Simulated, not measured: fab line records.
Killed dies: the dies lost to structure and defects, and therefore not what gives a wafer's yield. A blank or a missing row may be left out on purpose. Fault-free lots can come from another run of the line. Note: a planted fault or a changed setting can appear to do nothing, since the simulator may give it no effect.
Lot-split experiment + flow berkeley-cmos170 + 23 wafers read across 5 lots, on a route 331 steps long

## ABOUT THE SPLIT
At UCB170_M3_SPUTTER_01 (material Al, target thk 900 nm, time 120 s), the setting time-s was moved away from the recipe's 120 s on 9 of the 23 wafers read, by -13.7% to +14.2%. For the rest of the wafers, this setting stayed at what the recipe calls for.

## FROM THE SPLIT TO THE READING: what the file shows between them, 6 steps
- UCB170_M3_RS_MEAS_02: measures by four-point-probe
- UCB170_M3_THK_MEAS_03: measures by xrf
- UCB170_M3_PEB_13 (also split here: peb-temp-c)
- UCB170_M3_DEVELOP_14: develop time 45 s
- UCB170_M3_CD_MEAS_15: target cd 700 nm
- UCB170_M3_ETCH_17: etches BARC in N2/H2 (also split here: bias-w)

## THE READING
oes-product-au, in a.u., at UCB170_M3_METAL_ETCH_18 (etches Al in Cl2/BCl3, stops on SiO2, target depth 1170 nm, time 195 s). On this fab line, fault-free wafers typically give 0.844 a.u. with a standard deviation of 0.012 a.u.

| wafer  | tool, chamber at the split | time-s as run, s | against the recipe | oes-product-au, a.u. | against lot-mates on the recipe |
|--------|----------------------------|------------------|--------------------|----------------------|---------------------------------|
| L074.2 | pvd-sputter-01, -          | 120              | recipe             | 0.862                | -                               |
| L074.4 | pvd-sputter-01, -          | 120              | recipe             | 0.866                | -                               |
| L074.5 | pvd-sputter-01, -          | 120              | recipe             | 0.837                | -                               |
| L077.1 | pvd-sputter-04, -          | 105.6            | -12.0%             | 0.778                | -0.057                          |
| L077.2 | pvd-sputter-04, -          | 120              | recipe             | 0.836                | -                               |
| L077.3 | pvd-sputter-04, -          | 105.6            | -12.0%             | 0.773                | -0.062                          |
| L077.5 | pvd-sputter-04, -          | 105.6            | -12.0%             | 0.779                | -0.056                          |
| L077.6 | pvd-sputter-04, -          | 120              | recipe             | 0.835                | -                               |
| L084.1 | pvd-sputter-04, -          | 137              | +14.2%             | 0.910                | +0.079                          |
| L084.2 | pvd-sputter-04, -          | 120              | recipe             | 0.827                | -                               |
| L084.4 | pvd-sputter-04, -          | 137              | +14.2%             | 0.909                | +0.078                          |
| L084.5 | pvd-sputter-04, -          | 120              | recipe             | 0.825                | -                               |
| L084.6 | pvd-sputter-04, -          | 120              | recipe             | 0.841                | -                               |
| L081.1 | pvd-sputter-04, -          | 120              | recipe             | 0.847                | -                               |
| L081.2 | pvd-sputter-04, -          | 120              | recipe             | 0.836                | -                               |
| L081.4 | pvd-sputter-04, -          | 120              | recipe             | 0.836                | -                               |
| L081.5 | pvd-sputter-04, -          | 103.5            | -13.7%             | 0.768                | -0.072                          |
| L081.6 | pvd-sputter-04, -          | 103.5            | -13.7%             | 0.777                | -0.063                          |
| L085.1 | pvd-sputter-04, -          | 120              | recipe             | 0.841                | -                               |
| L085.2 | pvd-sputter-04, -          | 120              | recipe             | 0.840                | -                               |
| L085.4 | pvd-sputter-04, -          | 133.4            | +11.2%             | 0.893                | +0.053                          |
| L085.5 | pvd-sputter-04, -          | 133.4            | +11.2%             | 0.874                | +0.034                          |
| L085.6 | pvd-sputter-04, -          | 120              | recipe             | 0.838                | -                               |

FIT RESULTS
A straight line over all 23 wafers: oes-product-au changes by +0.00483 a.u. for each +1% of time-s; r = +0.97; the points scatter about the line by 0.01 a.u.
The same after taking each lot's own level away (the mean of its wafers on the recipe; 23 wafers): +0.00491 a.u. for each +1%; r = +0.98; scatter 0.0081 a.u.
According to that fit, moving time-s by its largest amount changes the reading by 0.069 a.u.
Measured against the standard deviation above, the lots' own levels, which go from 0.8310 to 0.8550 a.u., span 2.0 times it.
Consequently the slope shifts little with the lot-to-lot level, the two slopes agreeing.
Check: +0.0671 a.u. against its lot-mates is what the line predicts for one of the wafers moved furthest among these (+14.2%) when that wafer is left out of the fit. It came out at +0.079 a.u. against them.

## ADDITIONAL SPLITS CARRIED BY THESE WAFERS
These wafers also went through other splits before the reading. Each is held against what the fit with the lots' levels taken away leaves over:
| other split on the same wafers         | wafers away from the commonest value | r with oes-product-au (lot level and that fit taken away) |
|----------------------------------------|--------------------------------------|-----------------------------------------------------------|
| UCB170_M2_METAL_ETCH_18 over-etch-frac | 8                                    | +0.15                                                     |
| UCB170_M3_PEB_13 peb-temp-c            | 9                                    | -0.14                                                     |
| UCB170_M3_ETCH_17 bias-w               | 6                                    | +0.11                                                     |

## THE WHOLE CHAIN: every reading that the file lists as answering this split, in the file's order
| step                    | what it does                                                           | reading                                                                     | change (the file's fit)                  | r (the file's) |
|-------------------------|------------------------------------------------------------------------|-----------------------------------------------------------------------------|------------------------------------------|----------------|
| UCB170_M3_SPUTTER_01    | material Al, target thk 900 nm, time 120 s                             | Al_of_M3_SPUTTER_01.thk-nm (the simulator's own value, which no gauge read) | +9.03 nm for each +1% of the setting     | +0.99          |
| UCB170_M3_RS_MEAS_02    | measures by four-point-probe                                           | M3_AL_RS                                                                    | -0.000335 for each +1% of the setting    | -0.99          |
| UCB170_M3_THK_MEAS_03   | measures by xrf                                                        | M3_AL_THK                                                                   | +8.83 for each +1% of the setting        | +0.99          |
| UCB170_M3_METAL_ETCH_18 | etches Al in Cl2/BCl3, stops on SiO2, target depth 1170 nm, time 195 s | oes-product-au                                                              | +0.0049 a.u. for each +1% of the setting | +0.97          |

## FILE'S OWN FIT
oes-product-au changes by +0.0049 a.u. for each +1% of time-s, r = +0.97.
